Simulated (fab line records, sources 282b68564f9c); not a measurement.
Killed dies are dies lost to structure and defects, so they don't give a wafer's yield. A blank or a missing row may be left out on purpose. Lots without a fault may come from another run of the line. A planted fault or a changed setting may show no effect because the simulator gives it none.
Problem report in the 8D (eight disciplines) form, filled by code | flow rit_cmos | the parts of the form that need people (team, actions taken, sign-off) are left out

1. THE PROBLEM
SILICIDE_TI_RS at RIT_SILICIDE_RS_MEAS_02 reads a mean of 56.3 ohm/sq on 3 wafers of 2 lots; wafers without a fault read 47.7 ohm/sq with a standard deviation of 0.75. That is +11 standard deviations from the usual mean.
The step: measures by four-point-probe.
First seen on wafer L159.4, day 5 09:32, on film_metro-03. The record holds 42 wafers of 14 lots with a number at this step. Rule for "out", or "out of limits": more than 4 standard deviations from the usual mean. The other wafers with a number count as sound.

2. WHAT IT IS AND WHAT IT IS NOT
question                    | is                           | is not
which readings at this step | SILICIDE_TI_RS               | -
which lots                  | L159, L162                   | L148, L149, L150, L151, L152, L153, L156, L161, L164, L167, L168, L170
which wafers of those lots  | L159.4, L159.5, L162.4       | L159.6, L162.3, L162.5
read on which gauges        | film_metro-01, film_metro-03 | film_metro-02
when                        | from day 5 09:32             | up to then (22 sound wafers); but 17 sound wafers of L161, L162, L164, L167, L168, L170 came after

3. SUSPECTS, AND WHAT RULES EACH OUT
Counting: a tool at a process step up to the reading stays a suspect if it ran every lot that is out. Sound lots after the first of them don't rule it out here, since some wafers of a struck lot are sound.
- the gauge at RIT_SILICIDE_RS_MEAS_02: ruled out. The wafers that are out were read on 2 gauges (film_metro-01, film_metro-03).
- pvd_sputter-01 at RIT_SILICIDE_SPUTTER_01 (material Ti, target thk 30 nm, time 240 s): kept. It ran every lot that is out, first L159 (day 5 09:19); its last sound lot up to then is L153 (day 4 02:15).
Left after counting: pvd_sputter-01 at RIT_SILICIDE_SPUTTER_01.

4. THE CAUSE (what the simulator had put in)
Process parameter drift: pvd_sputter-01, from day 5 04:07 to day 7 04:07, at RIT_SILICIDE_SPUTTER_01. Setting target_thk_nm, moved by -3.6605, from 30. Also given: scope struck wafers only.
Counting left only this tool.

5. THE CHAIN OF EFFECTS, in route order
Each row: a reading whose mean over the struck wafers that have a number lies more than 3 standard deviations from the usual. Only readings for which the record gives a usual standard deviation are gone through. hours: the time from each lot's start at the first step in this table that gives one to its start at this step, as a median over the lots. sigmas: the change in usual standard deviations.
hours | step                     | reading         | usual       | on struck wafers | change | sigmas
0     | RIT_SILICIDE_RS_MEAS_02  | SILICIDE_TI_RS  | 47.7 ohm/sq | 56.3             | +8.6   | +11
3     | RIT_SILICIDE_THK_MEAS_03 | SILICIDE_TI_THK | 29.9 nm     | 26.4             | -3.5   | -8.4

6. WHAT WOULD HAVE CAUGHT IT SOONER
In this record the first reading out of limits at a measuring or inspecting step was taken at day 5 09:32, 5 hours after the fault began at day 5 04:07.
Of the tool readings at RIT_SILICIDE_SPUTTER_01 for which the record gives a usual standard deviation, none was out on any struck wafer, so an alarm limit of 4 standard deviations on them would not have fired.
Of the lots that are out (2), L162 began RIT_SILICIDE_SPUTTER_01 on pvd_sputter-01 after day 5 09:32. A hold on the tool at that time would have spared it.
